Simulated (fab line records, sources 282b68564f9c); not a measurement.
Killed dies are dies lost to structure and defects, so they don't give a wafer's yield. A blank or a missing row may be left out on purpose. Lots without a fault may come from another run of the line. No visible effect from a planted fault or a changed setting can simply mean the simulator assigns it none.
Split-lot experiment + flow rit-cmos + route with 202 steps; 5 lots, 23 wafers read

== SPLIT DETAILS ==
At RIT_SPACER_ETCHBACK_05 (etches Si3N4 in SF6/CHF3, stops on SiO2, target depth 250 nm, time 240 s), the setting time-s was moved away from the recipe's 240 s on 7 of the 23 wafers read, by -6.0% to +9.7%. All remaining wafers had this setting at the recipe value.

The split's own step is where the reading is taken.

== THE READING ==
poly-Si_of_GATE_CVD_08.thk-nm (the simulator's own value, which no gauge read), in nm, at RIT_SPACER_ETCHBACK_05 (etches Si3N4 in SF6/CHF3, stops on SiO2, target depth 250 nm, time 240 s). No usual value for it is given in the file. Average 168.0 nm, standard deviation 2 nm, over the 16 wafers here run with the recipe.

| wafer  | tool, chamber at the split | time-s as run, s | against the recipe | poly-Si_of_GATE_CVD_08.thk-nm, nm | against lot-mates on the recipe |
|--------|----------------------------|------------------|--------------------|-----------------------------------|---------------------------------|
| L074.2 | rie-diel-02, 0             | 225.7            | -6.0%              | 173.9                             | +3.9                            |
| L074.3 | rie-diel-02, 1             | 240              | recipe             | 170                               | -                               |
| L074.4 | rie-diel-02, 3             | 240              | recipe             | 171.1                             | -                               |
| L074.5 | rie-diel-02, 3             | 225.7            | -6.0%              | 172.5                             | +2.5                            |
| L074.6 | rie-diel-02, 0             | 240              | recipe             | 168.8                             | -                               |
| L075.1 | rie-diel-01, 2             | 263.3            | +9.7%              | 162.3                             | -5.1                            |
| L075.2 | rie-diel-01, 3             | 240              | recipe             | 167.5                             | -                               |
| L075.3 | rie-diel-01, 1             | 240              | recipe             | 166.4                             | -                               |
| L075.4 | rie-diel-01, 0             | 263.3            | +9.7%              | 162                               | -5.4                            |
| L075.6 | rie-diel-01, 1             | 240              | recipe             | 168.3                             | -                               |
| L081.1 | rie-diel-02, 0             | 240              | recipe             | 165.8                             | -                               |
| L081.2 | rie-diel-02, 3             | 240              | recipe             | 164.3                             | -                               |
| L081.6 | rie-diel-02, 0             | 240              | recipe             | 166.6                             | -                               |
| L082.1 | rie-diel-01, 2             | 227.4            | -5.2%              | 170.1                             | +4.5                            |
| L082.2 | rie-diel-01, 3             | 240              | recipe             | 165.7                             | -                               |
| L082.3 | rie-diel-01, 1,2           | 227.4            | -5.2%              | 169.5                             | +3.9                            |
| L082.6 | rie-diel-01, 1,2           | 227.4            | -5.2%              | 169.5                             | +3.9                            |
| L082.4 | rie-diel-01, 3             | 240              | recipe             | 165.5                             | -                               |
| L084.1 | rie-diel-02, 3             | 240              | recipe             | 170.1                             | -                               |
| L084.2 | rie-diel-02, 0             | 240              | recipe             | 169.3                             | -                               |
| L084.4 | rie-diel-02, 0             | 240              | recipe             | 169.2                             | -                               |
| L084.5 | rie-diel-02, 1             | 240              | recipe             | 170.5                             | -                               |
| L084.6 | rie-diel-02, 3             | 240              | recipe             | 168.2                             | -                               |
The file does not say which wafer passed through which chamber wherever a row lists several chambers: such a row stands for several wafers.

THE FIT
A straight line over all 23 wafers: poly-Si_of_GATE_CVD_08.thk-nm changes by -0.593 nm for each +1% of time-s; r = -0.78; the points scatter about the line by 1.9 nm.
The same after taking each lot's own level away (the mean of its wafers on the recipe; 23 wafers): -0.596 nm for each +1%; r = -0.94; scatter 0.84 nm.
Per that fit: largest time-s move, reading shift of 5.8 nm.
Measured against the standard deviation above, the lots' own levels, which go from 165.57 to 169.97 nm, span 2.2 times it.
So the lot-to-lot level blurs the effect unless lot-mates are compared.
Check: for one of the wafers moved furthest among these (+9.7%), held out of the fit, the line's prediction against its lot-mates is -5.92 nm. Against them it came out at -5.1 nm.

== THE OTHER SPLITS THESE WAFERS WENT THROUGH ==
These wafers also went through other splits before the reading. Each is held against what the fit with the lots' levels taken away leaves over:
| other split on the same wafers  | wafers away from the commonest value | r with poly-Si_of_GATE_CVD_08.thk-nm (lot level and that fit taken away) |
|---------------------------------|--------------------------------------|--------------------------------------------------------------------------|
| RIT_REOX_OXIDATION_03 ox-time-s | 15                                   | -0.15                                                                    |
| RIT_NLDD_HARDBAKE_07 temp-c     | 9                                    | +0.10                                                                    |
| RIT_NLDD_IMPLANT_08 energy-kev  | 5                                    | +0.07                                                                    |
| RIT_PLDD_IMPLANT_08 tilt-deg    | 6                                    | +0.26                                                                    |

== THE FILE'S OWN FIT ==
poly-Si_of_GATE_CVD_08.thk-nm changes by -0.585 nm for each +1% of time-s, r = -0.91.
